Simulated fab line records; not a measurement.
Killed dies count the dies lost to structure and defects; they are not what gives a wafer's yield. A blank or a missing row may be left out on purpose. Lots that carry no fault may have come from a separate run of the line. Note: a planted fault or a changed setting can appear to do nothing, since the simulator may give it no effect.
2 desks looking at one fault | flow rit_cmos | each desk holds nothing but its own numbers, with what lay behind them at the end

== AT THE METROLOGY DESK ==
What the gauges read for every lot (on any tool): the sampled wafers with a number, averaged. If a lot's mean is further than 4 standard deviations from the usual mean, the lot is out of limits and carries the mark OUT (the distance appears in the brackets).
Columns: A = cd_nm at RIT_ACTIVE_CD_MEAS_11, usual 1399.4 nm; B = NWELL_RS at RIT_WELLDRIVE_RS_MEAS_01, usual 275.2 ohm/sq; C = PWELL_RS at RIT_WELLDRIVE_RS_MEAS_02, usual 428.9 ohm/sq; D = NLDD_TW at RIT_NLDD_TW_MEAS_10, usual 2497
lot  | first seen here | A                 | B     | C     | D
L993 | day 1 17:01     | 1397.1            | 275.5 | 431.0 | 2517
L994 | day 1 20:19     | 1398.0            | 274.9 | 428.3 | 2483
L995 | day 2 00:29     | 1401.4            | 275.1 | 426.6 | 2463
L996 | day 2 05:30     | 1403.4            | 275.2 | 428.5 | 2503
L997 | day 2 11:26     | 1402.5            | 274.7 | 428.2 | 2480
L998 | day 2 15:37     | 1400.2            | 275.2 | 428.8 | 2499
L999 | day 2 21:16     | 1402.5            | 274.9 | 429.4 | 2497
L100 | day 3 03:24     | 1398.3            | 275.0 | 428.4 | 2500
L106 | day 4 08:14     | 1406.5            | 274.5 | 430.3 | 2501
L107 | day 4 13:40     | 1411.1 (+5.1) OUT | 275.3 | 428.6 | 2503
L108 | day 4 17:56     | 1405.6            | 275.2 | 429.0 | 2492
L113 | day 5 21:44     | 1398.3            | 275.4 | 428.1 | 2484
This desk's verdict: out of limits on L107, starting with L107 at day 4 13:40 (cd_nm at RIT_ACTIVE_CD_MEAS_11). Within limits: L993, L994, L995, L996, L997, L998, L999, L100, L106, L108, L113.

== TOOL OWNER'S DESK, litho_track-01 ==
The tool's own readings at RIT_ACTIVE_COAT_06 (resist thk 1000 nm): means of the sampled wafers that have a number, for each lot that ran on this tool. If a lot's mean is further than 4 standard deviations from the usual mean, the lot is out of limits and carries the mark OUT (the distance appears in the brackets).
Columns: A = spin_speed_rpm at RIT_ACTIVE_COAT_06, usual 3250.1 rpm
lot  | first seen here | A
L993 | day 1 16:11     | 3250.3
L106 | day 4 07:21     | 2734.5 (-99 or more) OUT
L107 | day 4 12:50     | 2737.3 (-99 or more) OUT
L108 | day 4 17:14     | 2735.8 (-99 or more) OUT
This desk's verdict: out of limits on L106, L107, L108, starting with L106 at day 4 07:21 (spin_speed_rpm at RIT_ACTIVE_COAT_06). Within limits: L993.

== BROUGHT TOGETHER ==
An alarm could have come from the tool owner's desk at day 4 07:21, on L106, L107, L108.
The metrology desk could have raised an alarm at day 4 13:40, on L107.
The metrology desk holds a record of L106, L108, inside its limits.
All the named lots went through RIT_ACTIVE_COAT_06 on litho_track-01.

== WHAT THE SIMULATOR HAD INSERTED ==
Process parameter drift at RIT_ACTIVE_COAT_06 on litho_track-01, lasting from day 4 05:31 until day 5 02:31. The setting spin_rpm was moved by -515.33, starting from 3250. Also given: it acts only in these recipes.
Shown lots that were struck: L106, L107, L108.
Counting hours from when the fault started, the first reading out of limits came at 2 for the tool owner's desk and at 8 for the metrology desk.
